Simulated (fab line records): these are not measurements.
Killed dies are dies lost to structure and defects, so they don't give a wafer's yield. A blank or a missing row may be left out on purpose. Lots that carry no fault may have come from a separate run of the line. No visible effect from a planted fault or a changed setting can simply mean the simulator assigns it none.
Split-lot trial :: flow berkeley_cmos170 :: route with 331 steps; 5 lots, 23 wafers read

THE SPLIT ITSELF
At UCB170_M1_EXPOSE_06 (exposes mask METAL1, target cd 700 nm), the setting dose_mj was moved away from the recipe's 21 on 8 of the 23 wafers read, by +3.1% to +5.9%. All remaining wafers had this setting at the recipe value.

FROM THE SPLIT TO THE READING: what the file shows between them, 2 steps
- UCB170_M1_PEB_07
- UCB170_M1_DEVELOP_08: develop time 45 s

THE READING
cd_nm (nm) at UCB170_M1_CD_MEAS_09, where the cd target is 700 nm. Fault-free wafers of this fab line usually give 699.8 nm, standard deviation 1.4 nm.

wafer: L077.1
tool, chamber at the split: krf_scanner-02, 0
dose_mj as run: 21.88
against the recipe: +4.2%
cd_nm, nm: 691.3
against lot-mates on the recipe: -6.8

wafer: L077.2
tool, chamber at the split: krf_scanner-02, 0
dose_mj as run: 21
against the recipe: recipe
cd_nm, nm: 698.5
against lot-mates on the recipe: -

wafer: L077.3
tool, chamber at the split: krf_scanner-02, 0
dose_mj as run: 21
against the recipe: recipe
cd_nm, nm: 697.7
against lot-mates on the recipe: -

wafer: L077.5
tool, chamber at the split: krf_scanner-02, 0
dose_mj as run: 21.88
against the recipe: +4.2%
cd_nm, nm: 689.4
against lot-mates on the recipe: -8.7

wafer: L077.6
tool, chamber at the split: krf_scanner-02, 0
dose_mj as run: 21.88
against the recipe: +4.2%
cd_nm, nm: 691.5
against lot-mates on the recipe: -6.6

wafer: L078.1
tool, chamber at the split: krf_scanner-02, 0
dose_mj as run: 21
against the recipe: recipe
cd_nm, nm: 703.2
against lot-mates on the recipe: -

wafer: L078.4
tool, chamber at the split: krf_scanner-02, 0
dose_mj as run: 21
against the recipe: recipe
cd_nm, nm: 701.7
against lot-mates on the recipe: -

wafer: L078.5
tool, chamber at the split: krf_scanner-02, 0
dose_mj as run: 21
against the recipe: recipe
cd_nm, nm: 700.7
against lot-mates on the recipe: -

wafer: L082.1
tool, chamber at the split: krf_scanner-01, 0
dose_mj as run: 22.24
against the recipe: +5.9%
cd_nm, nm: 690.9
against lot-mates on the recipe: -8.1

wafer: L082.2
tool, chamber at the split: krf_scanner-01, 0
dose_mj as run: 21
against the recipe: recipe
cd_nm, nm: 699.5
against lot-mates on the recipe: -

wafer: L082.3
tool, chamber at the split: krf_scanner-01, 0
dose_mj as run: 21
against the recipe: recipe
cd_nm, nm: 698.5
against lot-mates on the recipe: -

wafer: L082.5
tool, chamber at the split: krf_scanner-01, 0
dose_mj as run: 22.24
against the recipe: +5.9%
cd_nm, nm: 691.0
against lot-mates on the recipe: -8.0

wafer: L082.6
tool, chamber at the split: krf_scanner-01, 0
dose_mj as run: 22.24
against the recipe: +5.9%
cd_nm, nm: 689.2
against lot-mates on the recipe: -9.8

wafer: L081.1
tool, chamber at the split: krf_scanner-02, 0
dose_mj as run: 21
against the recipe: recipe
cd_nm, nm: 700.4
against lot-mates on the recipe: -

wafer: L081.2
tool, chamber at the split: krf_scanner-02, 0
dose_mj as run: 21
against the recipe: recipe
cd_nm, nm: 699.0
against lot-mates on the recipe: -

wafer: L081.3
tool, chamber at the split: krf_scanner-02, 0
dose_mj as run: 21
against the recipe: recipe
cd_nm, nm: 698.5
against lot-mates on the recipe: -

wafer: L081.4
tool, chamber at the split: krf_scanner-02, 0
dose_mj as run: 21
against the recipe: recipe
cd_nm, nm: 698.6
against lot-mates on the recipe: -

wafer: L081.6
tool, chamber at the split: krf_scanner-02, 0
dose_mj as run: 21
against the recipe: recipe
cd_nm, nm: 697.6
against lot-mates on the recipe: -

wafer: L085.1
tool, chamber at the split: krf_scanner-01, 0
dose_mj as run: 21
against the recipe: recipe
cd_nm, nm: 700.0
against lot-mates on the recipe: -

wafer: L085.2
tool, chamber at the split: krf_scanner-01, 0
dose_mj as run: 21
against the recipe: recipe
cd_nm, nm: 698.7
against lot-mates on the recipe: -

wafer: L085.3
tool, chamber at the split: krf_scanner-01, 0
dose_mj as run: 21
against the recipe: recipe
cd_nm, nm: 699.4
against lot-mates on the recipe: -

wafer: L085.4
tool, chamber at the split: krf_scanner-01, 0
dose_mj as run: 21.65
against the recipe: +3.1%
cd_nm, nm: 694.1
against lot-mates on the recipe: -5.3

wafer: L085.5
tool, chamber at the split: krf_scanner-01, 0
dose_mj as run: 21.65
against the recipe: +3.1%
cd_nm, nm: 694.6
against lot-mates on the recipe: -4.8

THE FIT
A straight line over all 23 wafers: cd_nm changes by -1.7 nm for each +1% of dose_mj; r = -0.94; the points scatter about the line by 1.5 nm.
The same after taking each lot's own level away (the mean of its wafers on the recipe; 23 wafers): -1.56 nm for each +1%; r = -0.97; scatter 0.9 nm.
The reading moves by 9.2 nm for the largest change in dose_mj, on that fit.
Across the lots, their own levels run from 698.10 to 701.87 nm, a range of 2.7 times the standard deviation given above.
So the lot-to-lot level changes the slope little: the two slopes agree.
Check: with one of the wafers moved furthest among these (+5.9%) left out of the fit, the line predicts -9.53 nm for it against its lot-mates. Against them it came out at -8.1 nm.

THE OTHER SPLITS THESE WAFERS WENT THROUGH
Other splits were also applied to these wafers ahead of the reading. Each is held against what the fit with the lots' levels taken away leaves over:
other split on the same wafers: UCB170_PSD_PEB_04 peb_temp_c
wafers away from the commonest value: 8
r with cd_nm (lot level and that fit taken away): +0.01

other split on the same wafers: UCB170_SILICIDE_SPUTTER_01 time_s
wafers away from the commonest value: 8
r with cd_nm (lot level and that fit taken away): +0.02

other split on the same wafers: UCB170_CONTACT_COAT_04 resist_thk_nm
wafers away from the commonest value: 11
r with cd_nm (lot level and that fit taken away): -0.36

THE WHOLE CHAIN: every reading that the file lists as answering this split, in the file's order
step: UCB170_M1_CD_MEAS_09
what it does: target cd 700 nm
reading: cd_nm
change (the file's fit): -1.58 nm for each +1% of the setting
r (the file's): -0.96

step: UCB170_M1_ETCH_11
what it does: etches BARC in N2/H2
reading: M1.cd_nm (the simulator's own value, which no gauge read)
change (the file's fit): -1.65 nm for each +1% of the setting
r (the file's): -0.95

THE FILE'S OWN FIT
cd_nm changes by -1.58 nm for each +1% of dose_mj, r = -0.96.
